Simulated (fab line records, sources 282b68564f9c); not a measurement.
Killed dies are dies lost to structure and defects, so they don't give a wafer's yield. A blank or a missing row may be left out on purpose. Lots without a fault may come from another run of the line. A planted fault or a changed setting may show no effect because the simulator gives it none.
Tool commonality check | flow rit_cmos | 14 lots, 42 wafers sampled

WHY IT WAS OPENED
At RIT_SPACER_THK_MEAS_04 the reading SPACER_NITRIDE_THK is flagged on 2 of 14 lots. Wafers without a fault read 251.0 nm, standard deviation 2.4.
Rule: a lot is flagged when every wafer of it that has a number lies more than 4 standard deviations from that mean, or none has a number. The other lots count as sound.

lot  | measured    | on            | SPACER_NITRIDE_THK (nm), wafer by wafer | flag
L825 | day 2 20:47 | film_metro-02 | 252.4 252.5 250.9                       |
L826 | day 3 02:48 | film_metro-03 | 251.0 252.0 251.5                       |
L827 | day 3 08:36 | film_metro-02 | 253.2 253.3 252.2                       |
L828 | day 3 12:51 | film_metro-03 | 249.6 249.8 252.8                       |
L830 | day 3 21:55 | film_metro-04 | 252.5 252.9 253.7                       |
L831 | day 4 04:31 | film_metro-03 | 248.1 248.2 252.5                       |
L833 | day 4 15:08 | film_metro-04 | 253.1 254.5 254.0                       |
L838 | day 5 20:51 | film_metro-02 | 167.0 170.0 170.2                       | FLAGGED
L839 | day 6 02:00 | film_metro-04 | 172.2 168.0 170.2                       | FLAGGED
L840 | day 6 05:31 | film_metro-02 | 252.7 250.4 248.5                       |
L841 | day 6 13:55 | film_metro-02 | 250.0 249.3 247.6                       |
L842 | day 6 17:11 | film_metro-02 | 253.9 251.1 254.8                       |
L844 | day 7 07:10 | film_metro-04 | 253.5 251.4 252.0                       |
L845 | day 7 09:07 | film_metro-03 | 247.9 247.2 248.7                       |
The numbers of the flagged lots are 169.6 nm on average: -81.4 nm against the usual, or -34 standard deviations.

WHICH TOOL RAN EACH LOT
The record holds 2 process steps before the reading, out of a route of 202 steps. In each cell: the tool, then ch and the chambers that the sampled wafers went through, then the start.
lot  | flag    | RIT_GATE_STRIP_20                   | RIT_SPACER_CVD_03
L825 |         | plasma_asher-04 ch 0, day 2 12:10   | lpcvd-01 ch 1, day 2 18:52
L826 |         | plasma_asher-01 ch 0,1, day 2 17:58 | lpcvd-02 ch 1, day 3 00:52
L827 |         | plasma_asher-04 ch 0,1, day 2 23:49 | lpcvd-01 ch 1, day 3 06:41
L828 |         | plasma_asher-01 ch 0,1, day 3 04:07 | lpcvd-02 ch 1, day 3 10:56
L830 |         | plasma_asher-04 ch 0,1, day 3 13:06 | lpcvd-01 ch 0, day 3 19:59
L831 |         | plasma_asher-02 ch 0,1, day 3 19:53 | lpcvd-01 ch 0, day 4 02:36
L833 |         | plasma_asher-04 ch 0,1, day 4 05:40 | lpcvd-01 ch 0, day 4 13:13
L838 | FLAGGED | plasma_asher-02 ch 0,1, day 5 10:32 | lpcvd-02 ch 0, day 5 17:58
L839 | FLAGGED | plasma_asher-02 ch 0,1, day 5 15:29 | lpcvd-02 ch 1, day 6 00:05
L840 |         | plasma_asher-02 ch 0,1, day 5 19:26 | lpcvd-01 ch 1, day 6 03:36
L841 |         | plasma_asher-01 ch 0,1, day 6 05:13 | lpcvd-01 ch 0, day 6 11:59
L842 |         | plasma_asher-02 ch 0,1, day 6 07:04 | lpcvd-01 ch 1, day 6 15:15
L844 |         | plasma_asher-01 ch 0,1, day 6 20:14 | lpcvd-01 ch 1, day 7 05:15
L845 |         | plasma_asher-01 ch 0,1, day 6 22:45 | lpcvd-01 ch 0, day 7 07:10
What these steps do:
- RIT_GATE_STRIP_20: strips in O2, time 180 s.
- RIT_SPACER_CVD_03: deposits Si3N4 from SiH2Cl2/NH3, target thk 250 nm, time 3300 s.
- RIT_SPACER_THK_MEAS_04

FLAGGED OVER TOTAL, TOOL BY TOOL (the gauges that took the reading come last)
step                   | tool            | lots run | flagged | share of the flagged lots | sound lots run after its first flagged lot
RIT_GATE_STRIP_20      | plasma_asher-01 | 5        | 0       | none                      | -
RIT_GATE_STRIP_20      | plasma_asher-02 | 5        | 2       | all                       | 2 (L840,L842)
RIT_GATE_STRIP_20      | plasma_asher-04 | 4        | 0       | none                      | -
RIT_SPACER_CVD_03      | lpcvd-01        | 10       | 0       | none                      | -
RIT_SPACER_CVD_03      | lpcvd-02        | 4        | 2       | all                       | 0
RIT_SPACER_THK_MEAS_04 | film_metro-02   | 6        | 1       | some                      | 3 (L840,L841,L842)
RIT_SPACER_THK_MEAS_04 | film_metro-03   | 4        | 0       | none                      | -
RIT_SPACER_THK_MEAS_04 | film_metro-04   | 4        | 1       | some                      | 1 (L844)

WHAT THE TABLE ALLOWS
2 rows of the table ran every flagged lot: plasma_asher-02 at RIT_GATE_STRIP_20, lpcvd-02 at RIT_SPACER_CVD_03.
- plasma_asher-02 at RIT_GATE_STRIP_20: 2 of its 5 lots flagged. Sound lots ran on it after the first flagged one (L840, L842), which a lasting fault on the whole tool wouldn't allow.
- lpcvd-02 at RIT_SPACER_CVD_03: 2 of its 4 lots flagged. Its last sound lot is L828 (day 3 10:56), its first flagged lot L838 (day 5 17:58): a fault that began between those two fits.
One tool is left: lpcvd-02 at RIT_SPACER_CVD_03.

WHAT THE SIMULATOR HAD PUT IN
Process parameter drift: lpcvd-02, from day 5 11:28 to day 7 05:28, at RIT_SPACER_CVD_03. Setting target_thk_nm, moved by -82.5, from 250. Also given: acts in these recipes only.
Lots struck among those shown: L838, L839. The rule above found the same.
